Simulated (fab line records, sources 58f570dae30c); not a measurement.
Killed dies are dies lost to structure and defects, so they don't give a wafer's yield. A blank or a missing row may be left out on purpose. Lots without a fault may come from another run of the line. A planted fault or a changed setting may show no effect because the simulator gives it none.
A struck lot beside a sound one | flow berkeley_cmos170 | 14 steps out of a route of 331
Sound: wafers L323.1, L323.2, L323.4. Struck: wafers L311.2, L311.3, L311.5. The cause comes at the end.
At each step with rows: each side's tool, then ch and its chambers, then its first start. Under that, the readings that differ: sound wafers | struck wafers | difference of the means | sigmas: that difference in standard deviations of wafers without a fault.
alike: readings whose means differ by less than 2 such deviations, and words and numbers that are the same on both sides. not compared: withheld readings, readings that some wafer has no value for, bounds like >300 that may hide the same value, and numbers for which the record gives no deviation and whose values overlap.
The two part at a step that has a row with sigmas, a row that says differs or no value, or rows on one side only. Numbers that don't overlap but have no deviation are shown without sigmas and don't part them. A reading that every wafer of one side lacks parts them only if that side has two wafers or more.

UCB170_CONTACT_ETCH_18: etches PSG in CHF3/CF4/Ar, stops on TiSi2, target depth 840 nm, time 195 s.
  sound on rie_diel-02 ch 1,3; struck on rie_diel-02 ch 0,1,3
  alike: drypump_motor_current_A, oes_product_au, throttle_valve_pct
  not compared: rf_hours_counter_h
UCB170_CONTACT_STRIP_19: strips in O2.
  sound on plasma_asher-04 ch 0,1, day 13 14:56; struck on plasma_asher-03 ch 0,1, day 10 03:15
  alike: drypump_motor_current_A, oes_product_au
  not compared: rf_hours_counter_h
UCB170_CONTACT_CD_MEAS_90: target cd 700 nm.
  sound on cd_sem-01, day 13 15:02; struck on cd_sem-02, day 10 03:22
  alike: cd_nm
then, 1 step without rows for these wafers: UCB170_CONTACT_CLEAN_20 (cleans in SPM, time 600 s).
UCB170_M1_SPUTTER_00: material Al, target thk 600 nm, time 80 s.
  sound on pvd_sputter-01, day 13 15:22; struck on pvd_sputter-02, day 10 03:40
  alike: throttle_valve_pct
UCB170_M1_RS_MEAS_01: measures by four-point-probe.
  sound on film_metro-03, day 13 15:25; struck on film_metro-02, day 10 03:44
  alike: M1_AL_RS
UCB170_M1_THK_MEAS_02: measures by xrf.
  sound on film_metro-03, day 13 15:32; struck on film_metro-02, day 10 03:51
  alike: M1_AL_THK
then, 5 steps without rows for these wafers: UCB170_M1_COAT_03; UCB170_M1_COAT_04 (resist thk 900 nm); UCB170_M1_SOFTBAKE_05 (time 60 s); UCB170_M1_EXPOSE_06 (exposes mask METAL1, target cd 700 nm); UCB170_M1_PEB_07.
UCB170_M1_DEVELOP_08: develop time 45 s.
  sound on litho_track-02 ch 0, day 13 16:00; struck on litho_track-03, day 10 04:00
  no value came back on the struck wafers for chill_plate_temp_C (C), develop_time_s (s); on the sound wafers chill_plate_temp_C (C) reads 23.01 22.88 23.03
  reading                             | sound             | struck            | difference | sigmas
  model.KrF_of_M1_COAT_04.thk_nm (nm) | 885.8 885.9 886.5 | 901.6 906.7 903.6 | +17.9      |
UCB170_M1_CD_MEAS_09: target cd 700 nm.
  sound on cd_sem-01, day 13 16:34; struck on cd_sem-01, day 10 05:28
  reading    | sound             | struck | difference                    | sigmas
  cd_nm (nm) | 699.5 699.5 698.2 | - - -  | no value on the struck wafers |

WHERE THEY PART
First at UCB170_M1_DEVELOP_08; last, within this record, at UCB170_M1_CD_MEAS_09.

WHY: what the simulator had put in
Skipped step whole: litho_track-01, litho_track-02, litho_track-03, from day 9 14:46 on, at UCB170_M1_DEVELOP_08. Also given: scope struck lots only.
